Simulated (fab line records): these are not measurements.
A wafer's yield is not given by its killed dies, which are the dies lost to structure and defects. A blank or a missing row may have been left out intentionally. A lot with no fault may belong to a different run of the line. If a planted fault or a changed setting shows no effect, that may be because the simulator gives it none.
Which tool was responsible? / flow ritCmos / 18 wafers from 6 lots sampled at 2 of the route's 202 steps

## WHAT THE GAUGES READ, wafer by wafer
RIT_PWELL_TW_MEAS_10.
lot=L940; measured=day 2 07:18; on=filmMetro-01; PWELL_TW=940 938 940
lot=L942; measured=day 2 14:59; on=filmMetro-03; PWELL_TW=963 967 973
lot=L946; measured=day 3 10:28; on=filmMetro-03; PWELL_TW=858 861 863
lot=L948; measured=day 3 22:02; on=filmMetro-03; PWELL_TW=862 867 860
lot=L956; measured=day 5 14:04; on=filmMetro-04; PWELL_TW=958 951 959
lot=L960; measured=day 6 13:08; on=filmMetro-03; PWELL_TW=968 966 967

## WHAT TOOL EACH LOT RAN ON (gives the tool, then ch and the chambers of the sampled wafers, and finally the start)
lot=L940; RIT_PWELL_IMPLANT_08=implanter-03 ch 0, day 2 06:59
lot=L942; RIT_PWELL_IMPLANT_08=implanter-03 ch 0, day 2 14:41
lot=L946; RIT_PWELL_IMPLANT_08=implanter-04 ch 0, day 3 10:08
lot=L948; RIT_PWELL_IMPLANT_08=implanter-04 ch 0, day 3 21:44
lot=L956; RIT_PWELL_IMPLANT_08=implanter-03 ch 0, day 5 13:44
lot=L960; RIT_PWELL_IMPLANT_08=implanter-03 ch 0, day 6 12:49
- RIT_PWELL_IMPLANT_08

## THE ANSWER, worked out from the rows above alone
Rule: what is usual is taken from the lots themselves. The widest of any qualifying gaps counts: lots, ordered by their means at a reading, are off when they make up no more than a third of the lots, leave a main group of 4 or more, and stand apart from it by 3 or more times the standard deviation of that group's means. If all means in a main group match to the digits the tables above print for the reading, that group is not used. A lot without any number at a reading at which 4 lots or more have one is off too. Any other lot the step has rows for is counted as sound.
Off: L946, L948, at RIT_PWELL_TW_MEAS_10 (PWELL_TW). Main group: mean 958, sd 11.
A tool fits if, at a process step before that reading, it ran every lot that is off, and no sound lot after the first of them. The gauges at RIT_PWELL_TW_MEAS_10 are tried like those tools. One fits: implanter-04 at RIT_PWELL_IMPLANT_08. It ran no sound lot before its first lot that is off in this sample, so the start can't be narrowed down.

## WHAT THE SIMULATOR PUT IN
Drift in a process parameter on implanter-04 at RIT_PWELL_IMPLANT_08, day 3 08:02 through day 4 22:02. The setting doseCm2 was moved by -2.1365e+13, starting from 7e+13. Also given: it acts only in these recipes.
Struck lots among those shown: L946, L948. Same finding as the rule above.
